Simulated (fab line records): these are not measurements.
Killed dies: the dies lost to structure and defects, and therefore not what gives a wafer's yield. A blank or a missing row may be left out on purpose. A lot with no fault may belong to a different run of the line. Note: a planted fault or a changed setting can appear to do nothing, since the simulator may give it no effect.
One fault seen from 2 desks -- flow berkeley_cmos170 -- only its own numbers are on each desk; what lay behind them is given at the end

## DESK OF THE TOOL OWNER: rie_metal-02
The tool's own readings at UCB170_M2_METAL_ETCH_18 (etches Al in Cl2/BCl3, stops on SiO2, target depth 1170 nm, time 195 s): means of the sampled wafers that have a number, for each lot that ran on this tool. Marked OUT: a lot whose mean sits more than 4 standard deviations from the usual mean, which makes it out of limits; the brackets give that distance.
Columns: A = drypump_motor_current_A at UCB170_M2_METAL_ETCH_18, usual 5.8 A; B = oes_product_au at UCB170_M2_METAL_ETCH_18, usual 0.858 a.u.; C = throttle_valve_pct at UCB170_M2_METAL_ETCH_18, usual 24.41 %
lot,first seen here,A,B,C
L711,day 9 08:44,6.0,0.846,24.53
L715,day 9 09:04,6.2,0.851,24.54
L718,day 10 04:52,5.7,0.844,24.53
L720,day 11 00:17,6.0,0.845,24.53
L723,day 11 08:36,6.0,0.857,24.52
This desk's verdict: no lot among the 5 shows anything out of limits.

## METROLOGY DESK
Lot by lot, what the gauges showed, no matter which tool ran the lot: averages of those sampled wafers that carry a number. Marked OUT: a lot whose mean sits more than 4 standard deviations from the usual mean, which makes it out of limits; the brackets give that distance.
Columns: A = CONTACT_OVL at UCB170_CONTACT_OVL_MEAS_16, usual 3 nm; B = cd_nm at UCB170_M2_CD_MEAS_15, usual 699.6 nm; C = M2_OVL at UCB170_M2_OVL_MEAS_16, usual 3 nm; D = cd_nm at UCB170_M2_CD_MEAS_90, usual 698.5 nm
lot,first seen here,A,B,C,D
L713,day 8 15:41,16,699.0,6,697.6
L711,day 8 18:13,8,700.2,7,701.4
L715,day 8 19:40,5,702.6,2,701.5
L717,day 9 17:13,0,699.3,5,697.8
L718,day 9 18:09,-3,697.4,-3,697.6
L719,day 9 18:09,6,700.4,-2,699.5
L721,day 10 05:10,7,700.4,5,698.7
L720,day 10 12:10,8,699.6,1,666.5 (-15) OUT
L723,day 10 22:21,9,698.3,-1,665.2 (-16) OUT
L726,day 11 13:10,-1,699.5,4,697.6
L727,day 11 23:28,-0,701.9,2,701.4
L728,day 12 01:38,1,698.7,8,696.5
L731,day 12 09:14,-5,700.2,6,700.1
L732,day 12 10:25,6,699.0,0,698.3
This desk finds L720, L723 out of limits, L720 being first, at day 11 00:35 (cd_nm at UCB170_M2_CD_MEAS_90). L713, L711, L715, L717, L718, L719, L721, L726, L727, L728, L731, L732 stayed within limits.

## ALL TOGETHER
L720, L723 would have let the metrology desk raise an alarm at day 11 00:35.
Nothing out of limits was seen by the tool owner's desk.
The tool owner's desk has L720, L723 on record, within its limits.
On rie_metal-02, each named lot ran UCB170_M2_METAL_ETCH_18.

## WHAT THE SIMULATOR HAD PUT IN
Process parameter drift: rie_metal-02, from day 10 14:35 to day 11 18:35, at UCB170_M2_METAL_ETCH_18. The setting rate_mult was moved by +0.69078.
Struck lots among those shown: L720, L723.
Delay in hours, fault start to first out-of-limits reading, per desk: metrology desk 10.
